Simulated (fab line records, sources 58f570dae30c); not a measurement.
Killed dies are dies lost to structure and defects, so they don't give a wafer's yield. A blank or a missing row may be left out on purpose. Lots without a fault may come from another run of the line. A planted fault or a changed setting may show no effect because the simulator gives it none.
Tool commonality check | flow berkeley_cmos170 | 14 lots, 42 wafers sampled

WHY IT WAS OPENED
At UCB170_NWELL_OVL_MEAS_12 the reading NWELL_OVL is flagged on 2 of 14 lots. Wafers without a fault read 0 nm, standard deviation 4.9.
Rule: a lot is flagged when every wafer of it that has a number lies more than 4 standard deviations from that mean, or none has a number. The other lots count as sound.

lot  | measured    | on         | NWELL_OVL (nm), wafer by wafer | flag
L386 | day 2 08:49 | overlay-01 | 8 1 1                          |
L387 | day 2 15:35 | overlay-01 | -4 -4 -6                       |
L388 | day 2 21:49 | overlay-02 | 0 1 0                          |
L389 | day 3 02:13 | overlay-01 | 1 2 -2                         |
L391 | day 3 12:05 | overlay-01 | 0 -3 6                         |
L392 | day 3 18:47 | overlay-02 | 3 0 3                          |
L393 | day 3 19:02 | overlay-01 | 8 -1 6                         |
L398 | day 5 00:43 | overlay-02 | 675 677 682                    | FLAGGED
L397 | day 5 00:57 | overlay-01 | -6 -6 0                        |
L400 | day 5 10:06 | overlay-01 | -2 -2 -9                       |
L401 | day 5 17:44 | overlay-02 | -3 -9 -5                       |
L403 | day 6 01:42 | overlay-02 | 675 679 686                    | FLAGGED
L408 | day 7 01:14 | overlay-02 | 11 2 8                         |
L409 | day 7 11:41 | overlay-02 | 0 1 6                          |
The numbers of the flagged lots are 679 nm on average: +679 nm against the usual, or +99 or more standard deviations.

WHICH TOOL RAN EACH LOT
The record holds 1 process step before the reading, out of a route of 331 steps. In each cell: the tool, then ch and the chambers that the sampled wafers went through, then the start.
lot  | flag    | UCB170_NWELL_EXPOSE_09
L386 |         | krf_scanner-02 ch 0, day 2 07:37
L387 |         | krf_scanner-01 ch 0, day 2 15:13
L388 |         | krf_scanner-02 ch 0, day 2 20:54
L389 |         | krf_scanner-01 ch 0, day 3 01:38
L391 |         | krf_scanner-01 ch 0, day 3 11:07
L392 |         | krf_scanner-01 ch 0, day 3 18:24
L393 |         | krf_scanner-02 ch 0, day 3 18:38
L398 | FLAGGED | krf_scanner-02 ch 0, day 5 00:19
L397 |         | krf_scanner-01 ch 0, day 5 00:34
L400 |         | krf_scanner-01 ch 0, day 5 09:25
L401 |         | krf_scanner-01 ch 0, day 5 17:01
L403 | FLAGGED | krf_scanner-02 ch 0, day 6 01:19
L408 |         | krf_scanner-01 ch 0, day 7 00:52
L409 |         | krf_scanner-01 ch 0, day 7 11:17
What these steps do:
- UCB170_NWELL_EXPOSE_09: exposes mask NWELL, target cd 3000 nm.
- UCB170_NWELL_OVL_MEAS_12

FLAGGED OVER TOTAL, TOOL BY TOOL (the gauges that took the reading come last)
step                     | tool           | lots run | flagged | share of the flagged lots | sound lots run after its first flagged lot
UCB170_NWELL_EXPOSE_09   | krf_scanner-01 | 9        | 0       | none                      | -
UCB170_NWELL_EXPOSE_09   | krf_scanner-02 | 5        | 2       | all                       | 0
UCB170_NWELL_OVL_MEAS_12 | overlay-01     | 7        | 0       | none                      | -
UCB170_NWELL_OVL_MEAS_12 | overlay-02     | 7        | 2       | all                       | 3 (L401,L408,L409)

WHAT THE TABLE ALLOWS
2 rows of the table ran every flagged lot: krf_scanner-02 at UCB170_NWELL_EXPOSE_09, overlay-02 at UCB170_NWELL_OVL_MEAS_12.
- krf_scanner-02 at UCB170_NWELL_EXPOSE_09: 2 of its 5 lots flagged. Its last sound lot is L393 (day 3 18:38), its first flagged lot L398 (day 5 00:19): a fault that began between those two fits.
- overlay-02 at UCB170_NWELL_OVL_MEAS_12: 2 of its 7 lots flagged. Sound lots ran on it after the first flagged one (L401, L408, L409), which a lasting fault on the whole tool wouldn't allow.
One tool is left: krf_scanner-02 at UCB170_NWELL_EXPOSE_09.

WHAT THE SIMULATOR HAD PUT IN
Scanner matching overlay: krf_scanner-02, from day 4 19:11 on, at UCB170_NWELL_EXPOSE_09. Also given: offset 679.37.
Lots struck among those shown: L398, L403. The rule above found the same.
